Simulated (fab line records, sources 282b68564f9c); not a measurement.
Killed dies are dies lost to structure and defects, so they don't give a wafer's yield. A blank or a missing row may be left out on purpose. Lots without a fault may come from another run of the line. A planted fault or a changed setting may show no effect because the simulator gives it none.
fab line records | flow rit_cmos
record lots=14 wafers=42 last_day=7
route steps=202 shown GATE@81
lots that met no fault: from a run of the same line without faults
start_h: hours from the record's first day to the start of the lot's first wafer shown | wait_h: hours since the lot's step before | " the same as in the row above | L1.1+2: a row that stands for several wafers | - no value, or no start given | * or withheld: withheld | < > ~ a bound
route shown NAME@n: a module of which the file shows steps, and the number in the route of the first | usual: mean/standard deviation of fault-free wafers | same: alike in all rows | chamber/n: place in a boat | sites: the reading at each site | _std_site: their standard deviation | _edge_site: outer sites' mean less inner sites' | radius_mm: how far each site lies from the wafer's centre | mask NAME#n: copy n | behind: the tool/chamber that last shaped the wafer | hold: why the lot was held/for how many hours/how that ended | device: the transistor (n, p or np) that didn't switch | end of line: the same wafers' tests at the end of the route | a step without rows: its recipe alone | killed: dies lost to structure and defects at the first sort, not the wafer's yield | map: a wafer's dies, x killed, . not, _ none there
set.NAME: the setting as run; set.NAME@STEP: as run at that earlier step | model.NAME: the simulator's own value behind a step, which no gauge read
steps of the route over a sample of lots; a table a step, a row a wafer
services: from which hour (start_h, from the record's first day; less than 0 if before it) a tool's chamber was out of use, for how many hours, and why
## steps
# step RIT_GATE_OXIDATION_05
# recipe temp_c=900 ambient=O2 target_thk_a=30 ox_time_s=270
# usual spike_tc_centre_C=903.2/1.6 spike_tc_load_C=923/3.1 spike_tc_source_C=921.9/2.5
# columns lot.wafer tool chamber start_h wait_h spike_tc_centre_C spike_tc_load_C spike_tc_source_C
L115.1 furnace-03 0 33.00 0.1 904.5 925 919.1
L115.2 " 0 " " 902.0 924 919.3
L115.6 " 0 " " 902.3 922 920.4
L117.3 furnace-01 0 42.36 0.0 901.8 919 924.3
L117.4 " 0 " " 901.8 922 925.6
L117.5 " 0 " " 902.1 920 925.9
L118.1 furnace-04 0 47.71 0.1 904.8 928 920.6
L118.3 " 0 " " 905.0 929 920.1
L118.4 " 0 " " 906.6 928 920.7
L119.1 furnace-03 0 53.95 0.1 902.9 924 919.7
L119.4 " 0 " " 904.5 923 920.7
L119.5 " 0 " " 904.2 923 921.9
L120.2 furnace-01 0 58.88 0.1 901.7 920 925.7
L120.4 " 0 " " 901.3 922 924.5
L120.5 " 0 " " 902.3 919 927.7
L121.3 furnace-03 0 63.74 2.4 902.6 923 921.2
L121.4 " 0 " " 902.8 924 919.0
L121.5 " 0 " " 903.3 922 920.1
L122.1 furnace-01 0 67.81 0.1 901.3 921 924.2
L122.3 " 0 " " 901.6 920 924.9
L122.5 " 0 " " 902.3 919 924.5
L123.1 furnace-01 0 78.07 0.1 900.2 919 926.3
L123.3 " 0 " " 899.8 919 923.7
L123.6 " 0 " " 900.6 922 926.7
L128.1 furnace-03 0 96.88 0.1 888.5 909 905.5
L128.5 " 0 " " 888.1 907 904.3
L128.6 " 0 " " 886.5 907 904.7
L130.1 furnace-03 0 109.28 0.1 886.6 905 904.2
L130.4 " 0 " " 885.1 909 902.7
L130.5 " 0 " " 886.4 908 903.8
L133.1 furnace-04 0 123.49 0.4 907.3 930 919.9
L133.3 " 0 " " 905.4 928 919.1
L133.5 " 0 " " 906.4 927 918.9
L134.1 furnace-04 0 128.92 0.5 906.0 927 919.1
L134.4 " 0 " " 906.2 928 920.5
L134.5 " 0 " " 903.2 927 921.3
L135.1 furnace-04 0 132.05 0.2 903.9 926 920.0
L135.2 " 0 " " 904.3 927 919.1
L135.6 " 0 " " 905.3 928 920.4
L136.1 furnace-04 0 137.01 0.1 903.9 927 919.1
L136.2 " 0 " " 907.1 929 920.6
L136.5 " 0 " " 905.5 928 919.9
# step RIT_GATE_THK_MEAS_07
# recipe reads=SiO2_of_GATE_OXIDATION_05
# usual GATE_OXIDE_THK=3.00/0.061
# columns lot.wafer tool chamber start_h wait_h GATE_OXIDE_THK[nm]
L115.1 film_metro-02 - 34.33 0.0 2.94
L115.2 " - " " 3.02
L115.6 " - " " 2.95
L117.3 film_metro-03 - 43.71 0.0 3.04
L117.4 " - " " 3.01
L117.5 " - " " 3.09
L118.1 film_metro-04 - 49.03 0.0 3.00
L118.3 " - " " 2.95
L118.4 " - " " 2.99
L119.1 film_metro-03 - 56.85 0.0 2.98
L119.4 " - " " 2.98
L119.5 " - " " 3.02
L120.2 film_metro-02 - 60.21 0.0 3.01
L120.4 " - " " 2.95
L120.5 " - " " 2.98
L121.3 film_metro-03 - 66.27 0.0 2.96
L121.4 " - " " 2.99
L121.5 " - " " 3.00
L122.1 film_metro-04 - 69.14 0.0 2.97
L122.3 " - " " 3.03
L122.5 " - " " 3.00
L123.1 film_metro-03 - 79.40 0.0 3.04
L123.3 " - " " 3.00
L123.6 " - " " 3.06
L128.1 film_metro-02 - 98.20 0.0 2.41
L128.5 " - " " 2.46
L128.6 " - " " 2.59
L130.1 film_metro-02 - 111.60 0.0 2.33
L130.4 " - " " 2.42
L130.5 " - " " 2.41
L133.1 film_metro-02 - 124.82 0.0 2.96
L133.3 " - " " 2.96
L133.5 " - " " 2.97
L134.1 film_metro-04 - 130.24 0.0 2.87
L134.4 " - " " 2.96
L134.5 " - " " 2.87
L135.1 film_metro-04 - 133.38 0.0 2.96
L135.2 " - " " 2.98
L135.6 " - " " 2.96
L136.1 film_metro-02 - 138.99 0.0 3.10
L136.2 " - " " 3.07
L136.5 " - " " 3.14
## services
# columns tool chamber start_h hours kind
furnace-01 - 14.34 3.0 pm
## key
first_sign step=RIT_GATE_OXIDATION_05 reading=spike_tc_centre_C direction=down sigmas=9.9 usual=903.2 struck=886.9
effect step=RIT_GATE_OXIDATION_05 reading=spike_tc_source_C direction=down sigmas=6.9 usual=921.9 struck=904.2
effect step=RIT_GATE_THK_MEAS_07 reading=GATE_OXIDE_THK direction=down sigmas=9.2 usual=3.00 struck=2.44
met_at RIT_GATE_OXIDATION_05
struck_lots L128,L130
tester_left_out L128,L130
onset_between 63.74 96.88
fault kind=process_parameter_drift tool=furnace-03 chamber=- onset_h=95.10 steps=RIT_GATE_OXIDATION_05 channel=temp_c offset=* shape=step end_h=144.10 acts_in=* stated=*
# tester_left_out: of these lots the tester's yield and bins aren't shown, on N5 and GAA mostly nor the transistor test; their killed dies are dies lost to structure and defects alone, not to doping, threshold or leakage, so they don't give the yield
